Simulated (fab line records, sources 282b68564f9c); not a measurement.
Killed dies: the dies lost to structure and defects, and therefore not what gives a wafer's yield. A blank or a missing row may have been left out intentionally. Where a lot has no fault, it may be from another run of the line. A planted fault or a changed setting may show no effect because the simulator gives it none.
Problem report, 8D (eight disciplines) form, completed by code || flow rit-cmos || the parts of the form that need people (team, actions taken, sign-off) are left out

== 1. WHAT WENT WRONG ==
At RIT_SPACER_ETCHBACK_05, oes-product-au averages 0.919 a.u. over 2 wafers from 2 lots, while fault-free wafers read 0.851 a.u., standard deviation 0.011. Relative to the usual mean, that is a shift of +6.1 standard deviations.
The step: etches Si3N4 in SF6/CHF3, stops on SiO2, target depth 250 nm, time 240 s.
Earliest sighting: wafer L905.6 on rie-diel-03 at day 5 14:04. The record has a number at this step for 42 wafers belonging to 14 lots. Rule for "out" (also "out of limits"): further than 4 standard deviations from the usual mean. Any other wafer with a number is counted as sound.

== 2. WHAT IT IS; WHAT IT IS NOT ==
{"question": "which readings at this step", "is": "oes-product-au", "is not": "drypump-motor-current-A, throttle-valve-pct"}
{"question": "which lots", "is": "L905, L908", "is not": "L893, L894, L895, L896, L897, L898, L899, L900, L902, L903, L911, L915"}
{"question": "which wafers of those lots", "is": "L905.6, L908.3", "is not": "L905.2, L905.4, L908.2, L908.6"}
{"question": "read on which tools", "is": "rie-diel-03", "is not": "rie-diel-02, rie-diel-04"}
{"question": "when", "is": "from day 5 14:04", "is not": "up to then (32 sound wafers); but 8 sound wafers of L908, L911, L915 came after"}

== 3. THE SUSPECTS, EACH WITH WHAT RULES IT OUT ==
Counting: if a tool at a process step up to the reading ran every lot that is out, it stays a suspect. Sound lots after the first of them don't rule it out here, since some wafers of a struck lot are sound.
- rie-diel-03 at RIT_SPACER_ETCHBACK_05 (etches Si3N4 in SF6/CHF3, stops on SiO2, target depth 250 nm, time 240 s): kept. It processed each lot that is out (first: L905, day 5 14:04); up to then, its last sound lot is L902 (day 5 01:50). Its own oes-product-au readings are out on those wafers.
- rie-diel-03, RIT_SPACER_ETCHBACK_05: wafers that are out in chamber 3, sound lot-mates in chambers 0, 1, 2.
Remaining after the count: rie-diel-03 at RIT_SPACER_ETCHBACK_05.

== 4. THE CAUSE (what the simulator had put in) ==
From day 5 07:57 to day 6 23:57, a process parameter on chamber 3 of rie-diel-03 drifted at RIT_SPACER_ETCHBACK_05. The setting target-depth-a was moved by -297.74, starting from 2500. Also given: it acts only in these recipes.
This tool alone remained once counting was done.

== 5. THE CHAIN OF EFFECTS, in route order ==
One row per reading whose mean, taken over the struck wafers that have a number, lies over 3 standard deviations from the usual. Only readings whose record carries a usual standard deviation are examined. hours: median over the lots of the time between each lot's start at the first step of this table that gives one and its start at this step. sigmas: the change, counted in usual standard deviations.
{"hours": 0, "step": "RIT_SPACER_ETCHBACK_05", "reading": "oes-product-au", "usual": "0.851 a.u.", "on struck wafers": 0.919, "change": "+0.068", "sigmas": "+6.1"}
Here are the process steps it includes:
- RIT_SPACER_ETCHBACK_05: etches Si3N4 in SF6/CHF3, stops on SiO2, target depth 250 nm, time 240 s.

== 6. HOW IT WOULD HAVE BEEN CAUGHT EARLIER ==
In this record no reading fell out of limits until day 5 14:04, 6 hours after the fault had begun at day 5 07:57.
